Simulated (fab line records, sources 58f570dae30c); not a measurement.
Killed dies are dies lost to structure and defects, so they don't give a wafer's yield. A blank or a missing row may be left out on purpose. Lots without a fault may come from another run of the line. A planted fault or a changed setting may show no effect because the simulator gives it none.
Chamber matching | flow berkeley_cmos170 | UCB170_M3_ETCH_17 on rie_diel-03: 4 sister chambers
The step etches BARC in N2/H2. 14 wafers are shown with their chamber, then 7 later ones without.

WAFERS WITH THEIR CHAMBER
wafer  | chamber | drypump_motor_current_A (A) | throttle_valve_pct (%) | oes_product_au (a.u.)
L620.1 | 2       | 5.8                         | 13.32                  | 0.999
L620.2 | 3       | 5.4                         | 13.18                  | 0.998
L620.3 | 1       | 5.6                         | 13.45                  | 0.991
L622.1 | 1       | 5.6                         | 13.45                  | 0.991
L622.2 | 3       | 5.4                         | 13.19                  | 0.999
L622.5 | 0       | 6.2                         | 13.35                  | 1.011
L625.2 | 3       | 5.4                         | 13.18                  | 0.993
L625.5 | 0       | 6.2                         | 13.36                  | 1.000
L625.6 | 1       | 5.6                         | 13.45                  | 0.986
L627.1 | 2       | 5.8                         | 13.31                  | 1.004
L627.3 | 0       | 6.2                         | 13.36                  | 1.009
L627.5 | 1       | 5.6                         | 13.43                  | 0.995
L632.2 | 2       | 5.9                         | 13.30                  | 1.001
L632.4 | 1       | 5.6                         | 13.46                  | 0.997

SIGNATURES (means of the wafers above)
reading                 | chamber 0 | chamber 1 | chamber 2 | chamber 3 | scatter within a chamber
drypump_motor_current_A | 6.200     | 5.600     | 5.833     | 5.400     | 0.0258
throttle_valve_pct      | 13.3567   | 13.4480   | 13.3100   | 13.1833   | 0.00902
oes_product_au          | 1.00667   | 0.99200   | 1.00133   | 0.99667   | 0.00417
Rule: a wafer's distance from a chamber is the root of the sum, over the readings, of the square of ((its reading less the chamber's mean) divided by the reading's scatter). The wafer belongs to the nearest chamber; if the next one is less than 2 further off, it can't be placed. The scatter: the root of (the sum of the squares of (reading less its chamber's mean) over the shown wafers, divided by (wafers less chambers)).

WAFERS WITHOUT THEIR CHAMBER
wafer  | drypump_motor_current_A (A) | throttle_valve_pct (%) | oes_product_au (a.u.)
L632.6 | 5.6                         | 13.46                  | 1.002
L636.2 | 5.8                         | 13.31                  | 0.990
L636.3 | 5.6                         | 13.47                  | 0.987
L636.5 | 5.6                         | 13.45                  | 0.995
L640.1 | 5.4                         | 13.18                  | 0.995
L640.5 | 5.8                         | 13.31                  | 0.995
L640.6 | 5.4                         | 13.18                  | 1.004

WHICH CHAMBER EACH WENT THROUGH
wafer  | from the rows above | in truth
L632.6 | 1                   | 1
L636.2 | 2                   | 2
L636.3 | 1                   | 1
L636.5 | 1                   | 1
L640.1 | 3                   | 3
L640.5 | 2                   | 2
L640.6 | 3                   | 3
Placed correctly: 7 of 7. Can't be placed from these rows: 0. Placed wrongly: 0.
